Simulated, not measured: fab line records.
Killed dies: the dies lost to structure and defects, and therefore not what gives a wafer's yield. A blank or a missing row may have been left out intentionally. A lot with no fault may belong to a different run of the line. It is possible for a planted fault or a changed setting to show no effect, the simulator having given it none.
Which tool was responsible? | flow berkeley cmos170 | Sampling: 14 lots, 42 wafers, 4 of 331 route steps

WHAT EACH GAUGE READ, for each wafer
UCB170_PFIELD_OVL_MEAS_06. Usual: PFIELD_OVL 0 nm, standard deviation 5.7.
lot  | measured    | on         | PFIELD_OVL (nm) | flag
L498 | day 4 14:07 | overlay-02 | -2 1 -2         |
L500 | day 5 03:50 | overlay-02 | 0 0 3           |
L501 | day 5 06:22 | overlay-02 | 11 2 2          |
L503 | day 5 17:43 | overlay-01 | -6 -2 -4        |
L509 | day 7 01:01 | overlay-01 | -5 -3 -1        |
L510 | day 7 01:19 | overlay-02 | 2 -3 2          |
L511 | day 7 10:08 | overlay-01 | 9 8 1           |
L513 | day 8 01:44 | overlay-01 | 2 -6 -5         |
L512 | day 8 01:58 | overlay-02 | 5 14 7          |
L514 | day 8 07:04 | overlay-02 | 5 4 6           |
L515 | day 8 07:32 | overlay-02 | 0 -2 1          |
L516 | day 8 14:16 | overlay-02 | 0 -7 -3         |
L518 | day 8 21:06 | overlay-02 | 11 5 4          |
L520 | day 9 11:10 | overlay-01 | 7 4 0           |

UCB170_CONTACT_OVL_MEAS_16. Usual: CONTACT_OVL 8 nm, standard deviation 5.7.
lot  | measured     | on         | CONTACT_OVL (nm) | flag
L498 | day 7 11:50  | overlay-02 | 15 14 13         |
L500 | day 8 00:49  | overlay-02 | 13 17 19         |
L501 | day 8 01:05  | overlay-02 | 3 10 6           |
L503 | day 8 18:16  | overlay-02 | 1 1 12           |
L509 | day 9 20:05  | overlay-01 | 4 2 7            |
L510 | day 9 19:19  | overlay-01 | 17 15 22         |
L511 | day 10 08:00 | overlay-01 | 0 -1 2           |
L513 | day 10 22:50 | overlay-01 | 9 11 13          |
L512 | day 10 23:13 | overlay-02 | 7 2 5            |
L514 | day 10 23:07 | overlay-02 | 6 7 9            |
L515 | day 10 22:53 | overlay-02 | 4 8 3            |
L516 | day 11 07:34 | overlay-02 | 2 4 1            |
L518 | day 11 14:24 | overlay-01 | 2 3 6            |
L520 | day 11 21:40 | overlay-02 | 11 7 12          |

WHICH TOOL RAN EACH LOT (tool, then ch and the chambers of the sampled wafers, then the start)
lot  | UCB170_FIELD_CLEAN_00          | UCB170_SILICIDE_RTA_04
L498 | wet bench-02 ch 2, day 4 15:58 | rtp anneal-01 ch 0, day 7 06:26
L500 | wet bench-02 ch 0, day 5 04:11 | rtp anneal-01 ch 0, day 7 18:22
L501 | wet bench-02 ch 3, day 5 06:43 | rtp anneal-01 ch 0, day 7 18:15
L503 | wet bench-04 ch 3, day 5 18:04 | rtp anneal-02 ch 0, day 8 13:54
L509 | wet bench-03 ch 3, day 7 01:21 | rtp anneal-01 ch 0, day 9 15:53
L510 | wet bench-03 ch 1, day 7 01:39 | rtp anneal-01 ch 0, day 9 15:07
L511 | wet bench-04 ch 1, day 7 11:31 | rtp anneal-01 ch 0, day 10 04:04
L513 | wet bench-04 ch 0, day 8 02:04 | rtp anneal-02 ch 0, day 10 16:56
L512 | wet bench-04 ch 3, day 8 02:19 | rtp anneal-02 ch 0, day 10 17:31
L514 | wet bench-03 ch 0, day 8 07:23 | rtp anneal-01 ch 0, day 10 17:32
L515 | wet bench-02 ch 0, day 8 07:53 | rtp anneal-01 ch 0, day 10 16:55
L516 | wet bench-04 ch 2, day 8 15:11 | rtp anneal-02 ch 0, day 11 03:30
L518 | wet bench-03 ch 1, day 8 21:26 | rtp anneal-02 ch 0, day 11 09:14
L520 | wet bench-04 ch 1, day 9 11:31 | rtp anneal-02 ch 0, day 11 16:24
- UCB170_FIELD_CLEAN_00: cleans in dHF, time 7.5 s.
- UCB170_SILICIDE_RTA_04: time 15 s.

AS READ BY THE TOOLS THEMSELVES (means over the sampled wafers that have a number; for cases with no such wafer, the mark the record gives instead)
UCB170_SILICIDE_RTA_04. Usual: anneal temp c max 653.4, standard deviation 0.66; lamp power pct 11.00 %, standard deviation 0.054; wafer_temp_C_max 653.7, standard deviation 0.79.
lot  | tool          | anneal temp c max | lamp power pct (%) | wafer_temp_C_max | flag
L498 | rtp anneal-01 | 653.6             | 11.05              | 653.9            |
L500 | rtp anneal-01 | 653.0             | 11.04              | 653.0            |
L501 | rtp anneal-01 | 653.0             | 11.04              | 653.6            |
L503 | rtp anneal-02 | 653.2             | 10.93              | 654.4            |
L509 | rtp anneal-01 | 653.3             | 11.04              | 653.6            |
L510 | rtp anneal-01 | 653.4             | 11.04              | 652.9            |
L511 | rtp anneal-01 | 653.2             | 11.04              | 653.5            |
L513 | rtp anneal-02 | 653.3             | 10.93              | 653.6            |
L512 | rtp anneal-02 | 654.1             | 10.93              | 653.9            |
L514 | rtp anneal-01 | 653.3             | 11.04              | 653.0            |
L515 | rtp anneal-01 | 653.0             | 11.04              | 654.6            |
L516 | rtp anneal-02 | 653.9             | 10.94              | 654.2            |
L518 | rtp anneal-02 | 653.6             | 10.93              | 653.2            |
L520 | rtp anneal-02 | 653.3             | 10.93              | 654.3            |

THE ANSWER, worked out from the rows above alone
Rule: a lot is off if the mean of its wafers that have a number lies more than 3 standard deviations from the usual mean. Also off: a lot with no number at a reading for which 4 or more lots have one. The other lots that the step has rows for count as sound. The gauges are gone through in route order, then the tools' own readings, and for those a lot's mean is taken as printed above. The first step at which some lot is off is used, and at that step the reading that is off furthest; a lot without a number counts as furthest.
Across all readings shown, no lot is off: no conclusion can be drawn from this.

WHAT WAS PUT IN BY THE SIMULATOR
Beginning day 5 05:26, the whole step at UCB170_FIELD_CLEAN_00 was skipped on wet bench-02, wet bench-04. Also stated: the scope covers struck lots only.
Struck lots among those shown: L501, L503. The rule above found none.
